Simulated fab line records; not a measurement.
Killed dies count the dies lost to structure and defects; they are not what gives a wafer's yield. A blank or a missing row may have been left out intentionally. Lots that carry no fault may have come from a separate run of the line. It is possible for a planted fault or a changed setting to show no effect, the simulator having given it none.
Which tool was responsible? / flow rit cmos / 18 wafers from 6 lots sampled at 2 of the route's 202 steps

## WHAT EACH GAUGE READ, for each wafer
RIT_PWELL_OVL_MEAS_06.
lot=L383; measured=day 2 02:54; on=overlay-01; PWELL_OVL (nm)=1.7 4.0 3.1
lot=L385; measured=day 2 13:16; on=overlay-01; PWELL_OVL (nm)=1.8 2.7 2.7
lot=L387; measured=day 2 23:16; on=overlay-01; PWELL_OVL (nm)=3.3 2.5 1.2
lot=L392; measured=day 3 23:49; on=overlay-01; PWELL_OVL (nm)=240.0 240.5 239.8
lot=L397; measured=day 5 01:16; on=overlay-02; PWELL_OVL (nm)=2.4 0.6 -1.5
lot=L402; measured=day 6 01:56; on=overlay-01; PWELL_OVL (nm)=0.7 0.2 0.3

## EACH LOT AND THE TOOL THAT RAN IT (in order: tool; ch and the chambers of the sampled wafers; start)
lot=L383; RIT_PWELL_EXPOSE_03=iline stepper-01 ch 0, day 2 02:26
lot=L385; RIT_PWELL_EXPOSE_03=iline stepper-01 ch 0, day 2 12:50
lot=L387; RIT_PWELL_EXPOSE_03=iline stepper-01 ch 0, day 2 22:50
lot=L392; RIT_PWELL_EXPOSE_03=iline stepper-02 ch 0, day 3 23:23
lot=L397; RIT_PWELL_EXPOSE_03=iline stepper-01 ch 0, day 5 00:50
lot=L402; RIT_PWELL_EXPOSE_03=iline stepper-01 ch 0, day 6 01:31
- RIT_PWELL_EXPOSE_03: exposes mask M3, target cd 43700 nm.

## THE ANSWER, worked out from the rows above alone
Rule: the lots themselves supply what counts as usual. Put in order of their means at a reading, lots are off if they are a third of the lots or fewer, leave a main group of 4 or more, and stand apart from it by a gap of 3 or more times the standard deviation of the main group's means; of several such gaps the widest counts. If all means in a main group match to the digits the tables above print for the reading, that group is not used. A lot without any number at a reading at which 4 lots or more have one is off too. All remaining lots with rows at the step are treated as sound.
Off: L392, at RIT_PWELL_OVL_MEAS_06 (PWELL_OVL). The main group: mean 1.7 nm, standard deviation 1.1.
A tool fits if, at a process step before that reading, it ran every lot that is off, and no sound lot after the first of them. Gauges at RIT_PWELL_OVL_MEAS_06: tried the same way as those tools. One candidate fits, namely iline stepper-02 at RIT_PWELL_EXPOSE_03. It ran no sound lot before its first lot that is off in this sample, so the start can't be narrowed down.

## WHAT THE SIMULATOR PUT IN
Scanner matching overlay: iline stepper-02, from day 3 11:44 on, at RIT_PWELL_EXPOSE_03. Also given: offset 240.
Shown lots that were struck: L392. Same finding as the rule above.
